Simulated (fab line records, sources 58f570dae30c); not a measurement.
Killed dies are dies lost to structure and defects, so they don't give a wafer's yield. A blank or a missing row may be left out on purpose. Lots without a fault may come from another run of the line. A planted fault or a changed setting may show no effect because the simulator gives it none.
Problem report in the 8D (eight disciplines) form, filled by code | flow berkeley_cmos170 | the parts of the form that need people (team, actions taken, sign-off) are left out

1. THE PROBLEM
PVT_OVL at UCB170_PVT_OVL_MEAS_06 reads a mean of 519 nm on 12 wafers of 4 lots; wafers without a fault read -2 nm with a standard deviation of 4.2. That is +99 or more standard deviations from the usual mean.
First seen on wafer L811.1, day 8 18:06, on overlay-02. The record holds 48 wafers of 16 lots with a number at this step. Rule for "out", or "out of limits": more than 4 standard deviations from the usual mean. The other wafers with a number count as sound.

2. WHAT IT IS AND WHAT IT IS NOT
question                    | is                     | is not
which readings at this step | PVT_OVL                | -
which lots                  | L808, L810, L811, L812 | L798, L799, L800, L801, L802, L803, L804, L805, L806, L807, L809, L819
which wafers of those lots  | all that have a number | -
read on which gauges        | overlay-01, overlay-02 | -
when                        | from day 8 18:06       | up to then (33 sound wafers); but 3 sound wafers of L819 came after

3. SUSPECTS, AND WHAT RULES EACH OUT
Counting: a tool at a process step up to the reading stays a suspect if it ran every lot that is out and no sound lot after the first of them.
- the gauge at UCB170_PVT_OVL_MEAS_06: ruled out. The wafers that are out were read on 2 gauges (overlay-01, overlay-02).
- krf_scanner-01 at UCB170_PVT_EXPOSE_03 (exposes mask NWELL, target cd 3000 nm): kept. It ran every lot that is out, first L811 (day 8 17:30), and no sound lot after that; its last sound lot up to then is L809 (day 8 17:23).
Left after counting: krf_scanner-01 at UCB170_PVT_EXPOSE_03.

4. THE CAUSE (what the simulator had put in)
Scanner matching overlay: krf_scanner-01, from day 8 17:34 on, at UCB170_PVT_EXPOSE_03. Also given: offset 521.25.
Counting left only this tool.

5. THE CHAIN OF EFFECTS, in route order
Each row: a reading whose mean over the struck wafers that have a number lies more than 3 standard deviations from the usual. Only readings for which the record gives a usual standard deviation are gone through. hours: the time from each lot's start at the first step in this table that gives one to its start at this step, as a median over the lots. sigmas: the change in usual standard deviations.
hours | step                   | reading | usual | on struck wafers | change | sigmas
0     | UCB170_PVT_OVL_MEAS_06 | PVT_OVL | -2 nm | 519              | +521   | +99 or more

6. WHAT WOULD HAVE CAUGHT IT SOONER
In this record the first reading out of limits at a measuring or inspecting step was taken at day 8 18:06, 1 hour after the fault began at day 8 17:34.
Of the tool readings at UCB170_PVT_EXPOSE_03 for which the record gives a usual standard deviation, none was out on any struck wafer, so an alarm limit of 4 standard deviations on them would not have fired.
Of the lots that are out (4), L810, L812 began UCB170_PVT_EXPOSE_03 on krf_scanner-01 after day 8 18:06. A hold on the tool at that time would have spared those 2.
